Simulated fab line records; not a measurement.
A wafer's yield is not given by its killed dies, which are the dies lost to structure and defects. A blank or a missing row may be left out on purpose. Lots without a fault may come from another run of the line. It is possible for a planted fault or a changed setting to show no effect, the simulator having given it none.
One fault through the eyes of 2 desks | flow rit_cmos | every desk sees just its own numbers, and what lay behind them comes last

## AT THE METROLOGY DESK
What the gauges read, lot by lot, whatever tool the lot ran on: means of the sampled wafers that have a number. Marked OUT: a lot whose mean sits more than 4 standard deviations from the usual mean, which makes it out of limits; the brackets give that distance.
Columns: A = CONTACT_TEOS_THK at RIT_CONTACT_THK_MEAS_01, usual 400 nm
lot  | first seen here | A
L709 | day 5 10:37     | 395
L712 | day 5 22:55     | 315 (-18) OUT
L714 | day 6 10:50     | 403
L715 | day 6 16:56     | 310 (-19) OUT
This desk reports L712, L715 out of limits; the earliest was L712 at day 5 22:55 (CONTACT_TEOS_THK at RIT_CONTACT_THK_MEAS_01). L709, L714: within limits.

## TOOL OWNER'S DESK, pecvd-02
The tool's own readings at RIT_CONTACT_CVD_00 (deposits SiO2 from TEOS, target thk 400 nm, time 61 s): means of the sampled wafers that have a number, for each lot that ran on this tool. Marked OUT: a lot whose mean sits more than 4 standard deviations from the usual mean, which makes it out of limits; the brackets give that distance.
Columns: A = heater_power_w at RIT_CONTACT_CVD_00, usual 308 W; B = rf_fwd_power_W at RIT_CONTACT_CVD_00, usual 397.0 W
lot  | first seen here | A   | B
L709 | day 5 10:34     | 285 | 395.8
L712 | day 5 22:52     | 296 | 396.6
L715 | day 6 16:52     | 288 | 395.6
Finding of this desk: none of the 3 lots has anything out of limits.

## ALL TOGETHER
An alarm was possible from the metrology desk at day 5 22:55, on L712, L715.
Nothing out of limits was seen by the tool owner's desk.
On record at the tool owner's desk: L712, L715, within its limits.
Every lot named ran RIT_CONTACT_CVD_00 on pecvd-02.

## WHAT THE SIMULATOR HAD INSERTED
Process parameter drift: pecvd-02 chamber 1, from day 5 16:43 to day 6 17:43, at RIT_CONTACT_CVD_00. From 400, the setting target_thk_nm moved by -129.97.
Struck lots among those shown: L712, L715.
Per desk, hours elapsed from the start of the fault to the first reading out of limits: for the metrology desk, 6.
